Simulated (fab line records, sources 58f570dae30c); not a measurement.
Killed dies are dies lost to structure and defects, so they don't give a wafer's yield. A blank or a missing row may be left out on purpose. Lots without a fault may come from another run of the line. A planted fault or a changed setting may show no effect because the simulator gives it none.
Problem report in the 8D (eight disciplines) form, filled by code | flow berkeley_cmos170 | the parts of the form that need people (team, actions taken, sign-off) are left out

1. THE PROBLEM
V2_TEOS_THK at UCB170_V2_THK_MEAS_01 reads a mean of 1717 nm on 6 wafers of 2 lots; wafers without a fault read 2002 nm with a standard deviation of 24. That is -12 standard deviations from the usual mean.
First seen on wafer L970.1, day 11 14:10, on film_metro-02. The record holds 42 wafers of 14 lots with a number at this step. Rule for "out", or "out of limits": more than 4 standard deviations from the usual mean. The other wafers with a number count as sound.

2. WHAT IT IS AND WHAT IT IS NOT
question                    | is                     | is not
which readings at this step | V2_TEOS_THK            | -
which lots                  | L970, L972             | L957, L960, L961, L962, L963, L964, L965, L967, L968, L969, L971, L975
which wafers of those lots  | all that have a number | -
read on which gauges        | film_metro-02          | film_metro-01, film_metro-03
when                        | from day 11 14:10      | up to then (30 sound wafers); but 6 sound wafers of L969, L975 came after

3. SUSPECTS, AND WHAT RULES EACH OUT
Counting: a tool at a process step up to the reading stays a suspect if it ran every lot that is out and no sound lot after the first of them.
- the gauge at UCB170_V2_THK_MEAS_01: ruled out. All the wafers that are out were read on film_metro-02, but those of them that UCB170_V2_CVD_00 has rows for are out there too, on other tools.
- pecvd-04 at UCB170_V2_CVD_00 (deposits SiO2 from TEOS/O2, target thk 2000 nm, time 250 s): kept. It ran every lot that is out, first L970 (day 11 14:01), and no sound lot after that; its last sound lot up to then is L971 (day 11 08:46). Its own readings are out on those wafers: run_length_s.
Left after counting: pecvd-04 at UCB170_V2_CVD_00.

4. THE CAUSE (what the simulator had put in)
Process parameter drift: pecvd-04, from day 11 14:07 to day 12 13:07, at UCB170_V2_CVD_00. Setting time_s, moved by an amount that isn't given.
Counting left only this tool.

5. THE CHAIN OF EFFECTS, in route order
Each row: a reading whose mean over the struck wafers that have a number lies more than 3 standard deviations from the usual. Only readings for which the record gives a usual standard deviation are gone through. hours: the time from each lot's start at the first step in this table that gives one to its start at this step, as a median over the lots. sigmas: the change in usual standard deviations.
hours | step                  | reading      | usual   | on struck wafers | change | sigmas
0     | UCB170_V2_CVD_00      | run_length_s | 277.9 s | 242.1            | -35.8  | -54
0     | UCB170_V2_THK_MEAS_01 | V2_TEOS_THK  | 2002 nm | 1717             | -285   | -12
The process steps in it:
- UCB170_V2_CVD_00: deposits SiO2 from TEOS/O2, target thk 2000 nm, time 250 s.
Readings that are blank on the struck wafers while sound wafers have them: susceptor_temp_C at UCB170_V2_CVD_00.
Later measuring or inspecting steps at which every struck wafer that the step has a row for has a number for every such reading, and none has moved that far: UCB170_V2_BOW_MEAS_03.

6. WHAT WOULD HAVE CAUGHT IT SOONER
In this record the first reading out of limits at a measuring or inspecting step was taken at day 11 14:10, 0 hours after the fault began at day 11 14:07.
The tool's own readings at UCB170_V2_CVD_00 were out on every struck wafer that the step has a row for (run_length_s): an alarm limit on them would have fired on the first of those.
Of the lots that are out (2), L972 began UCB170_V2_CVD_00 on pecvd-04 after day 11 14:10. A hold on the tool at that time would have spared it.
